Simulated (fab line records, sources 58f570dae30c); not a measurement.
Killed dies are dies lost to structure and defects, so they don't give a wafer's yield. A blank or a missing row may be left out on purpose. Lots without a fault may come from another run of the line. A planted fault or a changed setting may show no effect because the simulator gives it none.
fab line records | flow berkeley_cmos170
record lots=5 wafers=15 last_day=12
route steps=331 shown NVT@112 PVT@115 GATE@125 FIELD@126 PLDD@145
lots that met no fault: from a run of the same line without faults
start_h: hours from the record's first day to the start of the lot's first wafer shown | wait_h: hours since the lot's step before | " the same as in the row above | L1.1+2: a row that stands for several wafers | - no value, or no start given | * or withheld: withheld | < > ~ a bound
route shown NAME@n: a module of which the file shows steps, and the number in the route of the first | usual: mean/standard deviation of fault-free wafers | same: alike in all rows | chamber/n: place in a boat | sites: the reading at each site | _std_site: their standard deviation | _edge_site: outer sites' mean less inner sites' | radius_mm: how far each site lies from the wafer's centre | mask NAME#n: copy n | behind: the tool/chamber that last shaped the wafer | hold: why the lot was held/for how many hours/how that ended | device: the transistor (n, p or np) that didn't switch | end of line: the same wafers' tests at the end of the route | a step without rows: its recipe alone | killed: dies lost to structure and defects at the first sort, not the wafer's yield | map: a wafer's dies, x killed, . not, _ none there
set.NAME: the setting as run; set.NAME@STEP: as run at that earlier step | model.NAME: the simulator's own value behind a step, which no gauge read
lots at some steps of the route; a table a step, a row a wafer
services: from which hour (start_h, from the record's first day; less than 0 if before it) a tool's chamber was out of use, for how many hours, and why
## steps
# step UCB170_NVT_STRIP_08
# recipe chemistry=O2 power_w=400 pressure_mtorr=3500 platen_temp_c=withheld o2_flow_sccm=400 overash_fraction=0.5
# usual drypump_motor_current_A=6.2/0.35 oes_product_au=0.735/0.0041 strip_time_to_endpoint_s=21.83/0.06
# columns lot.wafer tool chamber start_h wait_h drypump_motor_current_A oes_product_au rf_hours_counter_h strip_time_to_endpoint_s
L075.1 plasma_asher-04 0 129.69 0.1 6.2 0.734 34 21.94
L075.2 " 1 " " 6.6 0.741 34 21.90
L075.5 " 0 " " 6.2 0.738 - 21.88
L074.2 plasma_asher-02 0 130.14 0.1 6.1 0.736 35 21.82
L074.4 " 0 " " 6.1 0.737 - 21.84
L074.6 " 1 " " 5.8 0.735 - 21.87
L088.1 plasma_asher-01 0 174.11 0.1 5.5 0.732 50 21.84
L088.2 " 1 " " 6.6 0.731 50 21.70
L088.4 " 1 " " 6.6 0.731 - 21.81
L095.3 plasma_asher-04 0 217.29 0.1 6.3 0.739 - 21.91
L095.4 " 1 " " 6.6 0.739 - 21.95
L095.6 " 0 " " 6.2 0.730 - 21.87
L096.3 plasma_asher-02 1 229.08 0.1 5.7 0.738 - 21.80
L096.4 " 0 " " 6.1 0.729 - 21.76
L096.5 " 1 " " 5.8 0.736 - 21.81
# step UCB170_NVT_TW_MEAS_09
# usual NVT_TW=517/10
# columns lot.wafer tool chamber start_h wait_h NVT_TW
L075.1 film_metro-01 - 129.79 0.1 528
L075.2 " - " " 531
L075.5 " - " " 529
L074.2 film_metro-03 - 130.25 0.1 512
L074.4 " - " " 512
L074.6 " - " " 511
L088.1 film_metro-02 - 174.21 0.1 523
L088.2 " - " " 522
L088.4 " - " " 523
L095.3 film_metro-01 - 217.38 0.1 529
L095.4 " - " " 530
L095.6 " - " " 529
L096.3 film_metro-03 - 229.16 0.1 507
L096.4 " - " " 509
L096.5 " - " " 506
# step UCB170_NVT_CLEAN_10
# recipe chemistry=SPM temp_c=120 time_s=600
# columns lot.wafer tool chamber start_h wait_h
L075.1+2+5 wet_bench-04 2 129.85 0.1
L074.2+4+6 wet_bench-02 1 130.30 0.0
L088.1+2+4 wet_bench-04 0 174.74 0.5
L095.3+4+6 wet_bench-02 0 217.42 0.0
L096.3+4+5 wet_bench-02 1 229.23 0.1
# step UCB170_PVT_HMDS_00
# recipe prime_time_s=60 prime_temp_c=100
# columns lot.wafer tool chamber start_h wait_h
L075.1+2+5 litho_track-01 0 130.95 0.9
L074.2+4+6 litho_track-03 0 131.58 1.1
L088.1+2+4 litho_track-01 0 175.72 0.8
L095.3+4+6 litho_track-02 0 217.70 0.1
L096.3+4+5 litho_track-03 0 229.81 0.4
# step UCB170_PVT_COAT_01
# recipe resist=KrF spin_rpm=1500 resist_thk_nm=900
# usual dispense_pressure_kPa=49/5.3
# columns lot.wafer tool chamber start_h wait_h dispense_pressure_kPa
L075.1 litho_track-01 0 131.10 0.1 46
L075.2 " 0 " " 46
L075.5 " 0 " " 46
L074.2 litho_track-03 0 131.73 0.1 55
L074.4 " 0 " " 55
L074.6 " 0 " " 55
L088.1 litho_track-01 0 175.87 0.1 46
L088.2 " 0 " " 46
L088.4 " 0 " " 46
L095.3 litho_track-02 0 217.85 0.1 44
L095.4 " 0 " " 44
L095.6 " 0 " " 44
L096.3 litho_track-03 0 229.96 0.1 55
L096.4 " 0 " " 55
L096.5 " 0 " " 55
# step UCB170_PVT_SOFTBAKE_02
# recipe resist=KrF temp_c=130 time_s=60
# columns lot.wafer tool chamber start_h wait_h
L075.1+2+5 litho_track-01 0 131.25 0.1
L074.2+4+6 litho_track-03 0 131.88 0.1
L088.1+2+4 litho_track-01 0 176.02 0.1
L095.3+4+6 litho_track-02 0 218.00 0.1
L096.3+4+5 litho_track-03 0 230.11 0.1
# step UCB170_PVT_EXPOSE_03
# recipe mask_id=NWELL target_cd_nm=3000 na=0.5 sigma_outer=0.6 source_shape=conventional dose_mj=30
# columns lot.wafer tool chamber start_h wait_h mask
L075.1+2+5 krf_scanner-01 0 131.53 0.2 NWELL#0
L074.2+4+6 krf_scanner-01 0 132.36 0.5 NWELL#0
L088.1+2+4 krf_scanner-01 0 176.45 0.4 NWELL#0
L095.3+4+6 krf_scanner-02 0 218.51 0.5 NWELL#0
L096.3+4+5 krf_scanner-01 0 - - NWELL#0
# step UCB170_PVT_PEB_04
# recipe peb_temp_c=130 peb_time_s=withheld resist=KrF
# columns lot.wafer tool chamber start_h wait_h
L075.1+2+5 litho_track-01 0 132.58 1.0
L074.2+4+6 litho_track-02 0 133.35 1.0
L088.1+2+4 litho_track-01 0 177.27 0.8
L095.3+4+6 litho_track-01 0 218.74 0.2
L096.3+4+5 litho_track-03 0 - -
# step UCB170_PVT_DEVELOP_05
# recipe developer=TMAH develop_time_s=45 resist=KrF dev_temp_c=21
# columns lot.wafer tool chamber start_h wait_h
L075.1+2+5 litho_track-01 0 - -
L074.2+4+6 litho_track-02 0 - -
L088.1+2+4 litho_track-01 0 - -
L095.3+4+6 litho_track-01 0 - -
L096.3+4+5 litho_track-03 0 - -
# step UCB170_PVT_OVL_MEAS_06
# usual PVT_OVL=-1/4.6
# columns lot.wafer tool chamber start_h wait_h PVT_OVL[nm]
L075.1 overlay-01 - 132.85 - 1
L075.2 " - " " -1
L075.5 " - " " 1
L074.2 overlay-01 - 133.60 - -12
L074.4 " - " " -12
L074.6 " - " " -13
L088.1 overlay-01 - 177.55 - 10
L088.2 " - " " 6
L088.4 " - " " 6
L095.3 overlay-01 - 218.97 - 2
L095.4 " - " " -3
L095.6 " - " " -1
L096.3 overlay-01 - 232.12 - -6
L096.4 " - " " -3
L096.5 " - " " 0
# step UCB170_PVT_IMPLANT_07
# recipe species=P dose_cm2=2e+12 energy_kev=30 tilt_deg=6.794
# usual beam_on_s=9.97/0.21
# columns lot.wafer tool chamber start_h wait_h beam_on_s
L075.1 implanter-03 0 132.89 0.0 9.79
L075.2 " 0 " " 10.03
L075.5 " 0 " " 10.46
L074.2 implanter-03 0 133.66 0.0 10.07
L074.4 " 0 " " 9.51
L074.6 " 0 " " 10.35
L088.1 implanter-03 0 177.59 0.0 10.05
L088.2 " 0 " " 9.80
L088.4 " 0 " " 9.85
L095.3 implanter-03 0 219.05 0.1 9.72
L095.4 " 0 " " 10.14
L095.6 " 0 " " 9.45
L096.3 implanter-01 0 232.19 0.1 9.85
L096.4 " 0 " " 9.96
L096.5 " 0 " " 9.59
# step UCB170_PVT_STRIP_08
# recipe chemistry=O2 power_w=400 pressure_mtorr=3500 platen_temp_c=withheld o2_flow_sccm=400 overash_fraction=0.5
# usual drypump_motor_current_A=6.0/0.33 oes_product_au=0.735/0.0045 strip_time_to_endpoint_s=21.61/0.057
# columns lot.wafer tool chamber start_h wait_h drypump_motor_current_A oes_product_au rf_hours_counter_h strip_time_to_endpoint_s
L075.1 plasma_asher-01 0 133.04 0.1 5.5 0.739 46 21.54
L075.2 " 1 " " 6.6 0.732 46 21.58
L075.5 " 0 " " 5.5 0.737 - 21.63
L074.2 plasma_asher-01 1 133.78 0.1 6.6 0.733 46 21.62
L074.4 " 1 " " 6.6 0.740 - 21.62
L074.6 " 1 " " 6.5 0.731 - 21.64
L088.1 plasma_asher-01 0 177.74 0.1 5.5 0.740 51 21.58
L088.2 " 1 " " 6.6 0.727 51 21.58
L088.4 " 1 " " 6.6 0.741 - 21.59
L095.3 plasma_asher-02 0 219.18 0.1 6.1 0.741 - 21.55
L095.4 " 1 " " 5.8 0.733 - 21.54
L095.6 " 1 " " 5.7 0.736 - 21.56
L096.3 plasma_asher-02 1 232.33 0.1 5.7 0.734 - 21.60
L096.4 " 0 " " 6.1 0.738 - 21.69
L096.5 " 1 " " 5.8 0.735 - 21.65
# step UCB170_PVT_TW_MEAS_09
# usual PVT_TW=500/7.9
# columns lot.wafer tool chamber start_h wait_h PVT_TW
L075.1 film_metro-04 - 133.14 0.1 508
L075.2 " - " " 506
L075.5 " - " " 505
L074.2 film_metro-04 - 133.89 0.1 506
L074.4 " - " " 503
L074.6 " - " " 509
L088.1 film_metro-01 - 177.84 0.1 517
L088.2 " - " " 511
L088.4 " - " " 513
L095.3 film_metro-03 - 219.27 0.1 488
L095.4 " - " " 491
L095.6 " - " " 493
L096.3 film_metro-03 - 232.41 0.1 490
L096.4 " - " " 489
L096.5 " - " " 490
# step UCB170_GATE_WET_ETCH_00
# recipe chemistry=dHF dilution=25:1 target=SiO2 temp_c=25 time_s=200
# columns lot.wafer tool chamber start_h wait_h
L075.1+2+5 wet_bench-02 1 133.20 0.1
L074.2+4+6 wet_bench-02 3 134.01 0.1
L088.1+2+4 wet_bench-03 1 178.00 0.2
L095.3+4+6 wet_bench-01 3 219.31 0.0
L096.3+4+5 wet_bench-01 3 232.50 0.1
# step UCB170_FIELD_THK_MEAS_91
# recipe reads=SiO2_of_FIELD_OXIDATION_01
# usual FIELD_OXIDE_LEFT_2_THK=354/10
# columns lot.wafer tool chamber start_h wait_h FIELD_OXIDE_LEFT_2_THK[nm]
L075.1 film_metro-03 - 133.26 0.0 345
L075.2 " - " " 342
L075.5 " - " " 336
L074.2 film_metro-04 - 134.08 0.0 358
L074.4 " - " " 358
L074.6 " - " " 360
L088.1 film_metro-04 - 178.07 0.0 351
L088.2 " - " " 356
L088.4 " - " " 350
L095.3 film_metro-01 - 219.40 0.0 335
L095.4 " - " " 333
L095.6 " - " " 339
L096.3 film_metro-04 - 232.59 0.0 346
L096.4 " - " " 342
L096.5 " - " " 351
# step UCB170_GATE_OXIDATION_01
# recipe temp_c=850 ambient=O2 target_thk_a=66 ox_time_s=1800
# usual zone_power_source_pct=22/3.2
# columns lot.wafer tool chamber start_h wait_h zone_power_source_pct
L074.2 furnace-02 0 134.71 0.6 24
L074.4 " 0 " " 24
L074.6 " 0 " " 24
L075.1 furnace-02 0 134.71 1.4 24
L075.2 " 0 " " 24
L075.5 " 0 " " 24
L088.1 furnace-04 0 184.13 6.1 18
L088.2 " 0 " " 18
L088.4 " 0 " " 18
L095.3 furnace-01 0 219.98 0.6 25
L095.4 " 0 " " 26
L095.6 " 0 " " 26
L096.3 furnace-01 0 233.83 1.2 25
L096.4 " 0 " " 25
L096.5 " 0 " " 25
# step UCB170_GATE_THK_MEAS_02
# recipe reads=SiO2_of_GATE_OXIDATION_01
# usual GATE_OXIDE_THK=6.64/0.15
# columns lot.wafer tool chamber start_h wait_h GATE_OXIDE_THK[nm]
L075.1 film_metro-02 - 136.27 0.1 6.70
L075.2 " - " " 6.77
L075.5 " - " " 6.69
L074.2 film_metro-03 - 136.34 0.1 6.71
L074.4 " - " " 6.70
L074.6 " - " " 6.76
L088.1 film_metro-02 - 185.63 0.0 6.80
L088.2 " - " " 6.85
L088.4 " - " " 6.86
L095.3 film_metro-04 - 221.56 0.1 6.45
L095.4 " - " " 6.62
L095.6 " - " " 6.59
L096.3 film_metro-04 - 235.35 0.0 6.73
L096.4 " - " " 6.61
L096.5 " - " " 6.66
# step UCB170_GATE_ANNEAL_03
# recipe temp_c=900 time_s=1800 ambient=N2
# usual zone_power_source_pct=25/3.4
# columns lot.wafer tool chamber start_h wait_h zone_power_source_pct
L074.2 furnace-02 0 137.54 1.2 27
L074.4 " 0 " " 26
L074.6 " 0 " " 27
L075.1 furnace-02 0 137.54 1.3 28
L075.2 " 0 " " 27
L075.5 " 0 " " 27
L088.1 furnace-02 0 191.91 6.3 27
L088.2 " 0 " " 27
L088.4 " 0 " " 27
L095.3 furnace-04 0 226.03 4.5 21
L095.4 " 0 " " 21
L095.6 " 0 " " 21
L096.3 furnace-02 0 237.46 2.1 27
L096.4 " 0 " " 27
L096.5 " 0 " " 27
# step UCB170_GATE_CVD_04
# recipe material=poly-Si temp_c=610 precursor=SiH4 time_s=1440 pressure_mtorr=375 target_thk_nm=214 sih4_flow_sccm=120
# usual zone_power_source_pct=13.1/1.2
# columns lot.wafer tool chamber start_h wait_h zone_power_source_pct
L074.2 lpcvd-01 1 139.04 0.0 14.9
L074.4 " 1 " " 14.7
L074.6 " 1 " " 14.6
L075.1 lpcvd-01 0 139.04 0.0 12.1
L075.2 " 0 " " 11.9
L075.5 " 0 " " 11.9
L088.1 lpcvd-01 0 193.41 0.0 11.9
L088.2 " 0 " " 12.1
L088.4 " 0 " " 11.8
L095.3 lpcvd-02 0 227.91 0.4 13.7
L095.4 " 0 " " 13.4
L095.6 " 0 " " 13.6
L096.3 lpcvd-02 0 238.96 0.0 13.3
L096.4 " 0 " " 13.5
L096.5 " 0 " " 13.6
# step UCB170_GATE_THK_MEAS_05
# recipe reads=poly-Si_of_GATE_CVD_04
# usual GATE_POLY_THK=215.1/1.9
# columns lot.wafer tool chamber start_h wait_h GATE_POLY_THK[nm]
L075.1 film_metro-04 - 140.50 0.1 214.2
L075.2 " - " " 216.0
L075.5 " - " " 215.2
L074.2 film_metro-03 - 140.51 0.1 218.3
L074.4 " - " " 218.1
L074.6 " - " " 218.0
L088.1 film_metro-03 - 194.81 0.0 216.0
L088.2 " - " " 217.9
L088.4 " - " " 216.3
L095.3 film_metro-03 - 229.33 0.0 215.9
L095.4 " - " " 215.8
L095.6 " - " " 216.9
L096.3 film_metro-04 - 240.38 0.0 214.1
L096.4 " - " " 213.3
L096.5 " - " " 212.7
# step UCB170_GATE_COAT_06
# recipe resist=BARC temp_c=withheld time_s=withheld spin_rpm=3000 resist_thk_nm=withheld
# usual dispense_pressure_kPa=46/3.1
# columns lot.wafer tool chamber start_h wait_h dispense_pressure_kPa
L075.1 litho_track-04 0 141.79 1.3 51
L075.2 " 0 " " 51
L075.5 " 0 " " 51
L074.2 litho_track-01 0 141.80 1.3 46
L074.4 " 0 " " 46
L074.6 " 0 " " 46
L088.1 litho_track-04 0 196.29 1.5 51
L088.2 " 0 " " 51
L088.4 " 0 " " 51
L095.3 litho_track-01 0 229.84 0.5 46
L095.4 " 0 " " 46
L095.6 " 0 " " 46
L096.3 litho_track-02 0 240.47 0.1 43
L096.4 " 0 " " 44
L096.5 " 0 " " 44
# step UCB170_GATE_COAT_07
# recipe resist=KrF spin_rpm=1500 resist_thk_nm=900
# usual dispense_pressure_kPa=46/3.1
# columns lot.wafer tool chamber start_h wait_h dispense_pressure_kPa
L075.1 litho_track-04 0 - - 51
L075.2 " 0 " " 51
L075.5 " 0 " " 51
L074.2 litho_track-01 0 - - 46
L074.4 " 0 " " 46
L074.6 " 0 " " 46
L088.1 litho_track-04 0 - - 51
L088.2 " 0 " " 51
L088.4 " 0 " " 51
L095.3 litho_track-01 0 - - 46
L095.4 " 0 " " 46
L095.6 " 0 " " 46
L096.3 litho_track-02 0 - - 44
L096.4 " 0 " " 44
L096.5 " 0 " " 44
# step UCB170_GATE_SOFTBAKE_08
# recipe resist=KrF temp_c=130 time_s=60
# columns lot.wafer tool chamber start_h wait_h
L075.1+2+5 litho_track-04 0 - -
L074.2+4+6 litho_track-01 0 - -
L088.1+2+4 litho_track-04 0 - -
L095.3+4+6 litho_track-01 0 - -
L096.3+4+5 litho_track-02 0 - -
# step UCB170_GATE_EXPOSE_09
# recipe mask_id=POLY target_cd_nm=350 na=0.5 sigma_outer=0.6 source_shape=conventional dose_mj=21
# columns lot.wafer tool chamber start_h wait_h mask
L074.2+4+6 krf_scanner-01 0 142.52 - POLY#0
L075.1+2+5 krf_scanner-01 0 - - POLY#0
L088.1+2+4 krf_scanner-02 0 - - POLY#0
L095.3+4+6 krf_scanner-01 0 - - POLY#0
L096.3+4+5 krf_scanner-02 0 240.91 - POLY#0
# step UCB170_GATE_PEB_10
# recipe peb_temp_c=130 peb_time_s=withheld resist=KrF
# columns lot.wafer tool chamber start_h wait_h
L074.2+4+6 litho_track-02 0 143.54 1.0
L075.1+2+5 litho_track-02 0 - -
L088.1+2+4 litho_track-04 0 - -
L095.3+4+6 litho_track-04 0 - -
L096.3+4+5 litho_track-01 0 241.22 0.3
# step UCB170_GATE_DEVELOP_11
# recipe developer=TMAH develop_time_s=45 resist=KrF dev_temp_c=21
# columns lot.wafer tool chamber start_h wait_h
L074.2+4+6 litho_track-02 0 - -
L075.1+2+5 litho_track-02 0 - -
L088.1+2+4 litho_track-04 0 - -
L095.3+4+6 litho_track-04 0 - -
L096.3+4+5 litho_track-01 0 - -
# step UCB170_GATE_CD_MEAS_12
# recipe target_cd_nm=350
# usual cd_nm=349.9/1.7
# columns lot.wafer tool chamber start_h wait_h cd_nm
L074.2 cd_sem-01 - 143.81 - 351.7
L074.4 " - " " 349.9
L074.6 " - " " 351.5
L075.1 cd_sem-02 - 144.06 - 349.0
L075.2 " - " " 348.5
L075.5 " - " " 347.7
L088.1 cd_sem-02 - 198.64 - 349.6
L088.2 " - " " 349.2
L088.4 " - " " 347.1
L095.3 cd_sem-02 - 232.16 - 351.2
L095.4 " - " " 349.9
L095.6 " - " " 350.8
L096.3 cd_sem-02 - 241.49 - 349.3
L096.4 " - " " 348.5
L096.5 " - " " 347.6
# step UCB170_GATE_OVL_MEAS_13
# usual GATE_OVL=1/5.3
# columns lot.wafer tool chamber start_h wait_h GATE_OVL[nm]
L074.2 overlay-01 - 143.91 0.1 -1
L074.4 " - " " 4
L074.6 " - " " 5
L075.1 overlay-02 - 144.18 0.1 -4
L075.2 " - " " -3
L075.5 " - " " -10
L088.1 overlay-01 - 198.76 0.1 -4
L088.2 " - " " -2
L088.4 " - " " -7
L095.3 overlay-02 - 232.26 0.1 8
L095.4 " - " " 6
L095.6 " - " " 8
L096.3 overlay-01 - 241.58 0.1 1
L096.4 " - " " 6
L096.5 " - " " 4
# step UCB170_GATE_ETCH_14
# recipe chemistry=N2/H2 target_depth_a=withheld overetch_a=withheld target=BARC time_s=withheld source_w=500 bias_w=100 pressure_mtorr=30 n2_flow_sccm=100 h2_flow_sccm=200
# usual drypump_motor_current_A=5.7/0.35 oes_product_au=1.004/0.015 rf_fwd_power_W=494.4/2.3 throttle_valve_pct=13.36/0.25
# columns lot.wafer tool chamber start_h wait_h drypump_motor_current_A oes_product_au rf_fwd_power_W throttle_valve_pct
L074.2 rie_diel-01 1 143.94 0.0 5.8 0.994 489.6 13.06
L074.4 " 0 " " 5.4 1.001 490.1 13.33
L074.6 " 3 " " 5.4 1.016 493.7 13.08
L075.1 rie_diel-02 3 144.22 0.0 5.6 0.998 495.6 13.06
L075.2 " 1 " " 5.5 0.976 495.1 13.62
L075.5 " 1 " " 5.5 0.998 496.5 13.62
L088.1 rie_diel-04 3 198.80 0.0 5.9 0.967 497.2 13.64
L088.2 " 2 " " 5.3 0.992 496.2 13.28
L088.4 " 1 " " 6.5 0.999 501.4 13.66
L095.3 rie_diel-01 3 232.28 0.0 5.4 1.012 494.5 13.06
L095.4 " 1 " " 5.7 0.988 490.8 13.08
L095.6 " 2 " " 5.6 1.017 494.9 13.10
L096.3 rie_diel-04 2 241.61 0.0 5.3 0.993 496.4 13.27
L096.4 " 0 " " 5.6 1.024 493.8 13.58
L096.5 " 2 " " 5.3 0.996 497.4 13.28
# step UCB170_GATE_ETCH_15
# recipe chemistry=HBr/Cl2 target=poly-Si stop_on=SiO2 over_etch_frac=0.3 icp_w=300 bias_w=150 time_s=56.3 pressure_mtorr=15 HBr_flow_sccm=150 Cl2_flow_sccm=50 target_depth_a=2782
# usual drypump_motor_current_A=5.7/0.34 oes_product_au=0.838/0.014 rf_fwd_power_W=297.3/1.1 throttle_valve_pct=26.38/0.22
# columns lot.wafer tool chamber start_h wait_h drypump_motor_current_A oes_product_au rf_fwd_power_W rf_hours_counter_h throttle_valve_pct
L074.2 rie_si-01 3 143.99 - 5.2 0.857 298.0 2 26.46
L074.4 " 2 " " 6.0 0.838 296.5 104 26.54
L074.6 " 3 " " 5.2 0.866 299.1 - 26.46
L075.1 rie_si-02 0 144.26 - 6.2 0.843 297.6 111 26.12
L075.2 " 3 " " 6.1 0.830 297.7 1 25.98
L075.5 " 0 " " 6.1 0.849 299.5 - 26.12
L088.1 rie_si-01 1 198.84 - 5.5 0.824 296.3 2 26.56
L088.2 " 3 " " 5.2 0.869 296.9 2 26.45
L088.4 " 0 " " 5.8 0.839 296.4 73 26.34
L095.3 rie_si-02 3 232.32 - 6.1 0.839 296.4 2 25.99
L095.4 " 1 " " 5.4 0.833 299.1 - 26.73
L095.6 " 2 " " 5.8 0.829 296.7 - 26.46
L096.3 rie_si-02 2 241.65 - 5.9 0.826 295.2 93 26.46
L096.4 " 3 " " 6.1 0.828 295.9 - 25.99
L096.5 " 2 " " 5.9 0.826 295.7 - 26.45
# step UCB170_GATE_STRIP_16
# recipe chemistry=O2 power_w=400 pressure_mtorr=3500 platen_temp_c=withheld o2_flow_sccm=400 overash_fraction=0.5
# usual drypump_motor_current_A=6.08/0.27 oes_product_au=0.725/0.005
# columns lot.wafer tool chamber start_h wait_h drypump_motor_current_A oes_product_au rf_hours_counter_h
L074.2 plasma_asher-03 0 144.03 0.0 5.81 0.729 4
L074.4 " 0 " " 5.80 0.726 -
L074.6 " 1 " " 6.11 0.723 -
L075.1 plasma_asher-02 0 144.31 0.0 6.09 0.734 37
L075.2 " 1 " " 5.79 0.725 37
L075.5 " 1 " " 5.77 0.724 -
L088.1 plasma_asher-04 1 198.89 0.0 6.55 0.727 43
L088.2 " 0 " " 6.27 0.728 43
L088.4 " 0 " " 6.29 0.731 -
L095.3 plasma_asher-03 0 232.40 0.1 5.81 0.727 -
L095.4 " 1 " " 6.10 0.720 -
L095.6 " 1 " " 6.09 0.722 -
L096.3 plasma_asher-02 0 241.73 0.1 6.09 0.728 -
L096.4 " 1 " " 5.74 0.728 -
L096.5 " 1 " " 5.75 0.724 -
# step UCB170_GATE_CD_MEAS_90
# recipe target_cd_nm=350
# usual cd_nm=350.0/1.9
# columns lot.wafer tool chamber start_h wait_h cd_nm
L074.2 cd_sem-01 - 144.15 0.1 352.0
L074.4 " - " " 350.7
L074.6 " - " " 351.9
L075.1 cd_sem-01 - 144.41 0.1 349.5
L075.2 " - " " 348.1
L075.5 " - " " 347.4
L088.1 cd_sem-01 - 199.03 0.1 349.0
L088.2 " - " " 349.0
L088.4 " - " " 347.3
L095.3 cd_sem-02 - 232.51 0.1 351.1
L095.4 " - " " 350.1
L095.6 " - " " 351.0
L096.3 cd_sem-01 - 241.84 0.1 348.4
L096.4 " - " " 348.8
L096.5 " - " " 347.2
# step UCB170_GATE_CLEAN_17
# recipe chemistry=SPM temp_c=120 time_s=600
# columns lot.wafer tool chamber start_h wait_h
L074.2+4+6 wet_bench-02 0 144.96 0.8
L075.1+2+5 wet_bench-02 2 144.96 0.5
L088.1+2+4 wet_bench-02 1 201.70 2.7
L095.3+4+6 wet_bench-01 2 232.59 0.1
L096.3+4+5 wet_bench-01 1 242.06 0.2
# step UCB170_PLDD_HMDS_00
# recipe prime_time_s=60 prime_temp_c=100
# columns lot.wafer tool chamber start_h wait_h
L075.1+2+5 litho_track-02 0 145.79 0.6
L074.2+4+6 litho_track-03 0 145.89 0.7
L088.1+2+4 litho_track-03 0 202.43 0.5
L095.3+4+6 litho_track-04 0 233.62 0.8
L096.3+4+5 litho_track-04 0 242.63 0.4
# step UCB170_PLDD_COAT_01
# recipe resist=KrF spin_rpm=1500 resist_thk_nm=917.9
# usual dispense_pressure_kPa=50/4.7
# columns lot.wafer tool chamber start_h wait_h dispense_pressure_kPa
L075.1 litho_track-02 0 145.94 0.1 44
L075.2 " 0 " " 44
L075.5 " 0 " " 44
L074.2 litho_track-03 0 146.04 0.1 55
L074.4 " 0 " " 55
L074.6 " 0 " " 55
L088.1 litho_track-03 0 202.58 0.1 55
L088.2 " 0 " " 55
L088.4 " 0 " " 55
L095.3 litho_track-04 0 233.77 0.1 51
L095.4 " 0 " " 51
L095.6 " 0 " " 51
L096.3 litho_track-04 0 242.78 0.1 51
L096.4 " 0 " " 51
L096.5 " 0 " " 51
# step UCB170_PLDD_SOFTBAKE_02
# recipe resist=KrF temp_c=130 time_s=60
# columns lot.wafer tool chamber start_h wait_h
L075.1+2+5 litho_track-02 0 146.09 0.1
L074.2+4+6 litho_track-03 0 146.19 0.1
L088.1+2+4 litho_track-03 0 202.73 0.1
L095.3+4+6 litho_track-04 0 233.92 0.1
L096.3+4+5 litho_track-04 0 242.93 0.1
# step UCB170_PLDD_EXPOSE_03
# recipe mask_id=PSELECT na=0.5 sigma_outer=0.6 source_shape=conventional target_cd_nm=1200 dose_mj=30
# columns lot.wafer tool chamber start_h wait_h mask
L075.1+2+5 krf_scanner-02 0 146.45 0.3 PSELECT#0
L074.2+4+6 krf_scanner-02 0 146.59 0.4 PSELECT#0
L088.1+2+4 krf_scanner-02 0 202.88 0.1 PSELECT#0
L095.3+4+6 krf_scanner-01 0 234.19 0.2 PSELECT#0
L096.3+4+5 krf_scanner-02 0 243.19 0.2 PSELECT#0
# step UCB170_PLDD_PEB_04
# recipe peb_temp_c=130 peb_time_s=withheld resist=KrF
# columns lot.wafer tool chamber start_h wait_h
L075.1+2+5 litho_track-03 0 147.31 0.8
L074.2+4+6 litho_track-03 0 147.61 1.0
L088.1+2+4 litho_track-04 0 203.51 0.6
L095.3+4+6 litho_track-03 0 234.88 0.7
L096.3+4+5 litho_track-02 0 243.32 0.1
# step UCB170_PLDD_DEVELOP_05
# recipe developer=TMAH develop_time_s=45 resist=KrF dev_temp_c=21
# columns lot.wafer tool chamber start_h wait_h
L075.1+2+5 litho_track-03 0 - -
L074.2+4+6 litho_track-03 0 - -
L088.1+2+4 litho_track-04 0 - -
L095.3+4+6 litho_track-03 0 - -
L096.3+4+5 litho_track-02 0 - -
# step UCB170_PLDD_CD_MEAS_06
# recipe target_cd_nm=1200
# usual cd_nm=1200.1/1.6
# columns lot.wafer tool chamber start_h wait_h cd_nm
L075.1 cd_sem-02 - 147.59 - 1198.4
L075.2 " - " " 1199.0
L075.5 " - " " 1197.6
L074.2 cd_sem-02 - 147.88 - 1203.0
L074.4 " - " " 1201.6
L074.6 " - " " 1200.9
L088.1 cd_sem-02 - 203.79 - 1200.3
L088.2 " - " " 1200.1
L088.4 " - " " 1200.8
L095.3 cd_sem-02 - 235.15 - 1199.4
L095.4 " - " " 1198.9
L095.6 " - " " 1200.8
L096.3 cd_sem-01 - 243.58 - 1196.3
L096.4 " - " " 1194.4
L096.5 " - " " 1194.6
# step UCB170_PLDD_OVL_MEAS_07
# usual PLDD_OVL=-1/7
# columns lot.wafer tool chamber start_h wait_h PLDD_OVL[nm]
L075.1 overlay-02 - 147.71 0.1 -6
L075.2 " - " " 7
L075.5 " - " " -9
L074.2 overlay-01 - 147.99 0.1 6
L074.4 " - " " 1
L074.6 " - " " -3
L088.1 overlay-02 - 203.91 0.1 -1
L088.2 " - " " 4
L088.4 " - " " 3
L095.3 overlay-02 - 235.24 0.1 -13
L095.4 " - " " -11
L095.6 " - " " -9
L096.3 overlay-01 - 243.67 0.1 -3
L096.4 " - " " -6
L096.5 " - " " -6
# step UCB170_PLDD_IMPLANT_08
# recipe species=BF2 dose_cm2=5e+13 energy_kev=10 tilt_deg=7 rotation_deg=0
# usual beam_on_s=10.02/0.19
# columns lot.wafer tool chamber start_h wait_h beam_on_s
L075.1 implanter-04 0 147.74 0.0 9.77
L075.2 " 0 " " 9.69
L075.5 " 0 " " 9.74
L074.2 implanter-01 0 148.04 0.0 10.15
L074.4 " 0 " " 9.61
L074.6 " 0 " " 9.93
L088.1 implanter-02 0 203.94 0.0 10.49
L088.2 " 0 " " 10.23
L088.4 " 0 " " 10.10
L095.3 implanter-04 0 235.31 0.1 9.94
L095.4 " 0 " " 9.93
L095.6 " 0 " " 9.87
L096.3 implanter-02 0 243.75 0.1 10.25
L096.4 " 0 " " 10.01
L096.5 " 0 " " 10.10
## services
# columns tool chamber start_h hours kind
plasma_asher-03 - 108.75 9.0 pm
implanter-01 - 108.80 2.5 pm
krf_scanner-02 - 111.90 0.8 pm
plasma_asher-04 - 116.83 9.1 repair
plasma_asher-02 - 133.03 0.4 repair
plasma_asher-02 - 151.12 2.8 pm
plasma_asher-01 - 152.76 8.7 repair
krf_scanner-01 - 155.87 0.1 repair
krf_scanner-01 - 163.15 0.8 pm
plasma_asher-02 - 164.43 2.4 repair
krf_scanner-02 - 168.39 1.3 pm
furnace-02 - 172.19 3.5 pm
krf_scanner-02 - 179.70 3.6 pm
wet_bench-02 - 181.94 1.5 repair
furnace-02 - 182.74 4.9 pm
krf_scanner-01 - 183.26 1.3 pm
plasma_asher-01 - 190.57 3.3 repair
furnace-02 - 197.35 18.8 pm
krf_scanner-01 - 214.71 1.7 repair
krf_scanner-01 - 215.92 0.6 repair
krf_scanner-01 - 223.71 4.0 pm
plasma_asher-04 - 228.96 2.9 repair
krf_scanner-02 - 238.86 1.0 pm
krf_scanner-01 - 240.61 1.0 pm
## key
fault none
